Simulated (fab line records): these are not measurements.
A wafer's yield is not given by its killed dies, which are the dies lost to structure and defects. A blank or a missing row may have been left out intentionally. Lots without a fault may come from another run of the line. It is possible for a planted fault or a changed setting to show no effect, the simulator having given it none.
Which of the tools did it? ; flow berkeley cmos170 ; 42 wafers from 14 lots sampled at 4 of the route's 331 steps

== WHAT THE GAUGES READ, wafer by wafer ==
UCB170_NWELL_TW_MEAS_16.
lot;measured;on;NWELL_TW
L913;day 3 01:26;film metro-03;1217 1215 1209
L916;day 3 12:59;film metro-03;1215 1213 1215
L917;day 3 18:38;film metro-04;1257 1254 1255
L918;day 3 18:54;film metro-03;1220 1211 1214
L922;day 4 05:59;film metro-01;1251 1252 1248
L923;day 4 15:38;film metro-04;1251 1257 1249
L924;day 4 15:55;film metro-03;1224 1222 1221
L926;day 5 06:47;film metro-03;1224 1235 1237
L928;day 5 13:58;film metro-01;1246 1242 1246
L929;day 5 22:01;film metro-01;1244 1239 1239
L930;day 6 06:29;film metro-03;1220 1226 1215
L931;day 6 06:32;film metro-04;1245 1243 1248
L934;day 6 20:28;film metro-01;1250 1250 1250
L936;day 7 03:28;film metro-04;1261 1262 1264

UCB170_ACTIVE_THK_MEAS_06.
lot;measured;on;ACTIVE_NITRIDE_THK (nm)
L913;day 5 07:41;film metro-03;221.4 219.7 219.0
L916;day 5 16:37;film metro-03;221.0 220.6 219.5
L917;day 5 16:41;film metro-01;221.0 219.6 219.6
L918;day 5 16:38;film metro-02;216.4 217.4 217.2
L922;day 6 10:02;film metro-03;220.1 220.7 221.4
L926;day 7 05:53;film metro-01;218.4 217.4 217.8
L928;day 7 20:23;film metro-02;218.5 219.2 219.3
L929;day 7 20:23;film metro-03;221.1 219.6 219.9
L930;day 8 10:52;film metro-02;222.8 223.4 222.2
L931;day 8 10:56;film metro-02;217.7 217.9 218.7
L934;day 8 22:18;film metro-01;224.6 224.9 223.7
L936;day 9 05:51;film metro-03;220.5 220.1 220.7

== EACH LOT AND THE TOOL THAT RAN IT (in order: tool; ch and the chambers of the sampled wafers; start) ==
lot;UCB170_ZERO_ETCH_06;UCB170_NWELL_ANNEAL_03
L913;rie diel-03 ch 1,2,3, day 2 05:49;furnace-01 ch 0, day 2 20:21
L916;rie diel-01 ch 1,2,3, day 2 21:34;furnace-02 ch 0, day 3 07:55
L917;rie diel-03 ch 1,2, day 3 04:08;furnace-04 ch 0, day 3 13:40
L918;rie diel-02 ch 0,3, day 3 04:22;furnace-04 ch 0, day 3 13:40
L922;rie diel-01 ch 0,1,2, day 3 15:15;furnace-01 ch 0, day 4 01:01
L923;rie diel-01 ch 1,2,3, day 4 00:38;furnace-04, day 4 10:11
L924;rie diel-03 ch 0,1,2, day 4 03:40;furnace-04, day 4 10:11
L926;rie diel-02 ch 0,2, day 4 15:55;furnace-04 ch 0, day 5 01:47
L928;rie diel-01 ch 0,2,3, day 4 22:32;furnace-01 ch 0, day 5 09:01
L929;rie diel-03 ch 0,1,3, day 5 06:07;furnace-01 ch 0, day 5 17:22
L930;rie diel-03 ch 0,1,2, day 5 13:19;furnace-04 ch 0, day 6 01:49
L931;rie diel-01 ch 1,2,3, day 5 13:20;furnace-04 ch 0, day 6 01:49
L934;rie diel-02 ch 0,1,3, day 6 06:23;furnace-02 ch 0, day 6 15:38
L936;rie diel-03 ch 0,2,3, day 6 14:14;furnace-02 ch 0, day 6 22:23
- UCB170_ZERO_ETCH_06: etches SiO2 in CHF3/CF4/Ar, time 12 s.
- UCB170_NWELL_ANNEAL_03: time 900 s.

== AS READ BY THE TOOLS THEMSELVES (means over the sampled wafers that have a number; for cases with no such wafer, the mark the record gives instead) ==
UCB170_ZERO_ETCH_06.
lot;tool;chamber pressure mTorr (mTorr);drypump motor current A (A);oes product au (a.u.);rf fwd power W (W);throttle valve pct (%)
L913;rie diel-03;99.92;5.9;0.620;489.1;9.24
L916;rie diel-01;99.96;6.0;0.609;490.3;9.13
L917;rie diel-03;99.98;5.5;0.614;490.8;9.12
L918;rie diel-02;99.98;5.3;0.616;492.0;9.35
L922;rie diel-01;99.97;5.8;0.618;491.9;9.13
L923;rie diel-01;100.00;5.9;0.614;492.3;9.14
L924;rie diel-03;100.03;5.4;0.619;490.0;9.25
L926;rie diel-02;99.94;5.8;0.606;493.7;9.36
L928;rie diel-01;99.98;5.7;0.605;492.3;9.17
L929;rie diel-03;99.97;5.7;0.621;491.2;9.32
L930;rie diel-03;100.08;5.4;0.617;490.6;9.26
L931;rie diel-01;99.98;5.9;0.611;490.2;9.13
L934;rie diel-02;100.03;5.6;0.627;491.1;9.29
L936;rie diel-03;100.04;5.7;0.623;489.7;9.39

UCB170_NWELL_ANNEAL_03.
lot;tool;spike tc centre C (C);spike tc load C (C);spike tc source C (C);zone power centre pct (%)
L913;furnace-01;1003.4;1026.3;1026.8;43.2
L916;furnace-02;1004.0;1025.6;1019.9;48.1
L917;furnace-04;1003.1;1026.7;1023.7;47.7
L918;furnace-04;1003.9;1026.8;1023.1;47.4
L922;furnace-01;1003.0;1026.1;1026.5;43.3
L923;furnace-04;-;-;-;-
L924;furnace-04;-;-;-;-
L926;furnace-04;1003.6;1025.9;1023.4;47.3
L928;furnace-01;1004.1;1025.3;1026.2;43.5
L929;furnace-01;1002.9;1026.7;1027.7;43.7
L930;furnace-04;1003.1;1026.8;1021.9;47.6
L931;furnace-04;1003.3;1026.3;1022.6;47.3
L934;furnace-02;1002.7;1025.2;1021.4;47.4
L936;furnace-02;1003.1;1024.9;1021.1;47.7

== THE ANSWER, worked out from the rows above alone ==
Rule: the lots themselves supply what counts as usual. Put in order of their means at a reading, lots are off if they are a third of the lots or fewer, leave a main group of 4 or more, and stand apart from it by a gap of 3 or more times the standard deviation of the main group's means; of several such gaps the widest counts. Not used: any main group whose means are identical at the precision the tables above print for the reading. A lot without any number at a reading at which 4 lots or more have one is off too. Any other lot the step has rows for is counted as sound. Order of review: gauges by route order, followed by the tools' own readings, for which a lot's mean as printed above is used. At the first step where some lot is off, the reading lying furthest off is the one used; lots without a number count as furthest.
Off: L923, L924 (UCB170_NWELL_ANNEAL_03, spike tc centre C). Without a number there: L923, L924. The main group has a mean of 1003.4 C with a standard deviation of 0.44.
A tool fits if, at that step or a process step before it, it ran every lot that is off, and no sound lot after the first of them. Not one of the candidates tried fits.

== WHAT WAS PUT IN BY THE SIMULATOR ==
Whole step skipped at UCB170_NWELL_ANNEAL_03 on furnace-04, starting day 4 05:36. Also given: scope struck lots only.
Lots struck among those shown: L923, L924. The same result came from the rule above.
